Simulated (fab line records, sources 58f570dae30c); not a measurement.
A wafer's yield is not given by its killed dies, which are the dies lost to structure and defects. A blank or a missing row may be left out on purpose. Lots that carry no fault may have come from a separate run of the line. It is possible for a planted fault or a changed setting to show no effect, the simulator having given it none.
A lot that was struck, set against a sound lot / flow berkeley_cmos170 / 15 out of 331 route steps
Sound: these wafers, L361.1, L361.2, L361.4. Wafers L372.3, L372.5, L372.6 were the ones struck. The cause is named last.
Order at every step that has rows: each side's tool, ch and its chambers, its first start. Under that, the readings that differ: sound wafers / struck wafers / difference of the means / sigmas: that difference in standard deviations of wafers without a fault.
alike: a reading whose means differ by less than 2 such deviations, as well as words and numbers matching on both sides. not compared: withheld readings; readings where some wafer has no value; bounds like >300 that might hide an equal value; numbers whose values overlap and for which the record gives no deviation.
Wherever a step has rows on one side only, a row that says differs or no value, or a row with sigmas, the two part there. Numbers that have no deviation but don't overlap get no sigmas and don't part them. A reading missing from all wafers of one side parts the sides only when that side holds two or more wafers.

UCB170_BACKSIDE_STRIP_03: strips in O2.
  sound on plasma_asher-04 ch 0,1, day 8 15:12; struck on plasma_asher-03 ch 0,1, day 10 09:20
reading=drypump_motor_current_A (A); sound=6.6 6.1 6.6; struck=5.3 5.3 5.6; difference=-1.0; sigmas=-2
  alike: oes_product_au, strip_time_to_endpoint_s
  not compared: rf_hours_counter_h
then, 1 step without rows for these wafers: UCB170_BACKSIDE_CLEAN_04 (cleans in SPM, time 600 s).
UCB170_SDANNEAL_RTA_00: time 10 s.
  sound on rtp_anneal-02 ch 0, day 8 15:28; struck on rtp_anneal-01 ch 0, day 10 09:35
  alike: anneal_temp_c_max, lamp_power_pct, wafer_temp_C_max
UCB170_SDANNEAL_RTA_01: time 5 s.
  sound on rtp_anneal-02 ch 0, day 8 15:32; struck on rtp_anneal-01 ch 0, day 10 09:39
reading=anneal_temp_c_max; sound=1054.5 1055.5 1053.7; struck=1057.0 1061.1 1059.8; difference=+4.7; sigmas=+3
reading=lamp_power_pct (%); sound=32 32 32; struck=38 38 38; difference=+6; sigmas=+2
  alike: wafer_temp_C_max
UCB170_SDANNEAL_RS_MEAS_02: a four-point-probe measurement.
  struck on film_metro-02, day 10 09:44; sound on film_metro-03, day 8 15:36
reading=PSD_RS (ohm/sq); sound=75.9 75.6 75.9; struck=75.0 74.8 74.9; difference=-0.9; sigmas=-2
UCB170_SDANNEAL_RS_MEAS_03: a four-point-probe measurement.
  struck on film_metro-02, day 10 09:51; sound on film_metro-03, day 8 15:43
  alike: NSD_RS
UCB170_SDANNEAL_RS_MEAS_04: a four-point-probe measurement.
  struck on film_metro-02, day 10 09:58; sound on film_metro-03, day 8 15:50
  alike: PLDD_RS
UCB170_SDANNEAL_RS_MEAS_05: a four-point-probe measurement.
  struck on film_metro-02, day 10 10:05; sound on film_metro-03, day 8 15:58
  alike: NLDD_RS
then, 1 step without rows for these wafers: UCB170_SILICIDE_PRE_CLEAN_00 (preclean etch time 60 s).
UCB170_SILICIDE_SPUTTER_01: material Ti, target thk 30 nm, time 23.77 s.
  struck on pvd_sputter-01, day 10 10:14; sound on pvd_sputter-04, day 8 16:08
  alike: cathode_dc_power_W, throttle_valve_pct
UCB170_SILICIDE_RS_MEAS_02: a four-point-probe measurement.
  struck on film_metro-04, day 10 10:19; sound on film_metro-04, day 8 16:10
  alike: SILICIDE_TI_RS
UCB170_SILICIDE_THK_MEAS_03: measures by xrf.
  struck on film_metro-04, day 10 10:25; sound on film_metro-04, day 8 16:17
  alike: SILICIDE_TI_THK
UCB170_SILICIDE_RTA_04: time 15 s.
  sound on rtp_anneal-02 ch 0, day 8 16:21; struck on rtp_anneal-01 ch 0, day 10 10:29
reading=wafer_temp_C_max; sound=651.8 652.2 650.5; struck=626.6 627.3 626.4; difference=-24.7; sigmas=-63
  alike: lamp_power_pct
then, 1 step without rows for these wafers: UCB170_SILICIDE_WET_ETCH_05 (etches Ti in SPM, time 45 s).
UCB170_M3_PROBE_99:
  struck on prober-01, day 11 10:04; sound on prober-02, day 9 14:49
reading=model.etest.ppoly_line.line_ohm_um; sound=15.25 15.44 15.61; struck=21.71 21.98 21.98; difference=+6.46; sigmas=
reading=model.etest.npoly_line.line_ohm_um; sound=14.94 15 15.29; struck=21.25 20.5 21.29; difference=+5.94; sigmas=
reading=model.etest.ppoly_line.rs_ohm_sq; sound=4.996 5.003 5.036; struck=7.077 7.109 7.17; difference=+2.107; sigmas=
reading=model.etest.npoly_line.rs_ohm_sq; sound=4.896 4.897 4.885; struck=6.935 6.905 6.937; difference=+2.033; sigmas=
reading=model.etest.ppoly_sal.rs_ohm_sq; sound=4.234 4.266 4.224; struck=5.64 5.63 5.692; difference=+1.41; sigmas=
reading=model.etest.pplus_sal.line_ohm_um; sound=5.423 5.532 5.671; struck=6.692 6.825 6.992; difference=+1.294; sigmas=
  not compared: model.etest.npoly_line.width_nm, model.etest.ppoly_line.width_nm

WHERE THEY PART
First at UCB170_BACKSIDE_STRIP_03; last, within this record, at UCB170_SILICIDE_RTA_04.

WHY: what the simulator had put in
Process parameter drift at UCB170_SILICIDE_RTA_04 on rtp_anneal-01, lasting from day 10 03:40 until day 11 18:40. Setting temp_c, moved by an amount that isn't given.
